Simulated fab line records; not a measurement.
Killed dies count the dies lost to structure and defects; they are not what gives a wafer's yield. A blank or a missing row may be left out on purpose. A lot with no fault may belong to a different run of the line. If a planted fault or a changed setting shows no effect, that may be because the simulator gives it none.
Which tool did it? | flow rit-cmos | 14 lots with 42 wafers sampled at 2 steps, on a route of 202 steps

WHAT THE GAUGES SHOWED, per wafer
The record holds no reading of a measuring or inspecting step that can be judged against a usual standard deviation.

WHICH TOOL RAN EACH LOT (tool, then ch and the chambers of the sampled wafers, then the start)
lot  | RIT_M1_METAL_ETCH_12             | RIT_M1_PROBE_99
L857 | rie-metal-02 ch 0,1, day 3 19:19 | -
L858 | rie-metal-01 ch 0,1, day 4 01:45 | -
L859 | rie-metal-04 ch 0,1, day 4 07:23 | -
L860 | rie-metal-02 ch 0, day 4 10:28   | -
L864 | rie-metal-01 ch 0,1, day 5 03:13 | -
L865 | rie-metal-04 ch 0,1, day 5 09:38 | prober-02, day 5 11:53
L866 | rie-metal-02 ch 1, day 5 15:12   | -
L867 | rie-metal-01 ch 0,1, day 5 16:32 | -
L868 | rie-metal-04 ch 0,1, day 5 22:51 | prober-01, day 6 01:06
L872 | rie-metal-02 ch 0,1, day 6 18:56 | -
L874 | rie-metal-02 ch 0,1, day 7 06:05 | -
L875 | rie-metal-01 ch 0,1, day 7 12:45 | -
L878 | rie-metal-01 ch 0,1, day 7 23:41 | -
L880 | rie-metal-02 ch 0,1, day 8 11:08 | -
- RIT_M1_METAL_ETCH_12: etches Al in Cl2/BCl3, stops on SiO2, time 165 s, target depth 600 nm.
- RIT_M1_PROBE_99

WHAT THE TOOLS THEMSELVES READ (means of the sampled wafers that have a number; where no wafer has one, the mark that the record gives instead)
RIT_M1_METAL_ETCH_12. Usual: drypump-motor-current-A 6.1 A, standard deviation 0.44; oes-product-au 0.779 a.u., standard deviation 0.011; throttle-valve-pct 8.23 %, standard deviation 0.12.
lot  | tool         | drypump-motor-current-A (A) | oes-product-au (a.u.) | throttle-valve-pct (%) | flag
L857 | rie-metal-02 | 5.9                         | 0.774                 | 8.24                   |
L858 | rie-metal-01 | 6.2                         | 0.783                 | 8.24                   |
L859 | rie-metal-04 | 6.1                         | 0.780                 | 8.23                   |
L860 | rie-metal-02 | 5.9                         | 0.767                 | 8.17                   |
L864 | rie-metal-01 | 5.9                         | 0.791                 | 8.36                   |
L865 | rie-metal-04 | 6.1                         | 0.786                 | 8.21                   |
L866 | rie-metal-02 | 5.9                         | 0.785                 | 8.26                   |
L867 | rie-metal-01 | 5.9                         | 0.783                 | 8.36                   |
L868 | rie-metal-04 | 6.4                         | 0.768                 | 8.17                   |
L872 | rie-metal-02 | 5.9                         | 0.774                 | 8.19                   |
L874 | rie-metal-02 | 5.9                         | 0.763                 | 8.20                   |
L875 | rie-metal-01 | 6.3                         | 0.792                 | 8.24                   |
L878 | rie-metal-01 | 6.2                         | 0.795                 | 8.23                   |
L880 | rie-metal-02 | 5.9                         | 0.775                 | 8.23                   |

RIT_M1_PROBE_99. Usual: defect-limited-yield 97.5 %, standard deviation 1.1; killed_at_M0_to_M3 0.0, standard deviation 0.14; killed-at-contacts 0.1, standard deviation 0.27; killed-at-front-end 6.5, standard deviation 2.8; killed-dies 6.6, standard deviation 2.8; killed-open 3.5, standard deviation 2; killed-short 3.2, standard deviation 1.8; sort_bin_3_pad_short 0.1 %, standard deviation 0.26; sort_bin_5_function 1.5 %, standard deviation 0.72; sort_bin_6_memory 0.9 %, standard deviation 0.67; sort-n-pass 257.4, standard deviation 2.8; sort-yield-pct 97.5 %, standard deviation 1.1.
lot  | tool      | defect-limited-yield (%) | killed_at_M0_to_M3 | killed-at-contacts | killed-at-front-end | killed-dies | killed-open | killed-short | sort_bin_3_pad_short (%) | sort_bin_5_function (%) | sort_bin_6_memory (%) | sort-n-pass | sort-yield-pct (%) | flag
L865 | prober-02 | 97.1                     | 1.7                | 0.0                | 6.0                 | 7.7         | 2.3         | 3.3          | 0.3                      | 1.6                     | 1.0                   | 256.3       | 97.1               | OFF
L868 | prober-01 | 96.2                     | 5.3                | 0.0                | 4.7                 | 10.0        | 2.0         | 2.7          | 0.1                      | 2.4                     | 1.3                   | 254.0       | 96.2               | OFF

THE ANSWER, worked out from the rows above alone
Rule: lot off if the mean of its wafers having a number is beyond 3 standard deviations from the usual mean. Also off: a lot with no number at a reading for which 4 or more lots have one. Any other lot the step has rows for is counted as sound. After the gauges, taken in route order, come the tools' own readings; for these a lot's mean is taken, as printed above. At the first step where some lot is off, the reading lying furthest off is the one used; lots without a number count as furthest.
Off at RIT_M1_PROBE_99 (killed_at_M0_to_M3): L865, L868. Neither off nor sound, because the step has no rows for them: L857, L858, L859, L860, L864, L866, L867, L872, L874, L875, L878, L880.
If a tool, at that step or one of the process steps before it, ran each lot that is off and ran no sound lot following the first of them, it fits. One candidate fits, namely rie-metal-04 at RIT_M1_METAL_ETCH_12. It ran no sound lot before its first lot that is off in this sample, so the start can't be narrowed down.

WHAT WAS PUT IN BY THE SIMULATOR
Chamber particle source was rie-metal-04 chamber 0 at RIT_M1_METAL_ETCH_12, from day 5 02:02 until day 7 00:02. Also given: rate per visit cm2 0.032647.
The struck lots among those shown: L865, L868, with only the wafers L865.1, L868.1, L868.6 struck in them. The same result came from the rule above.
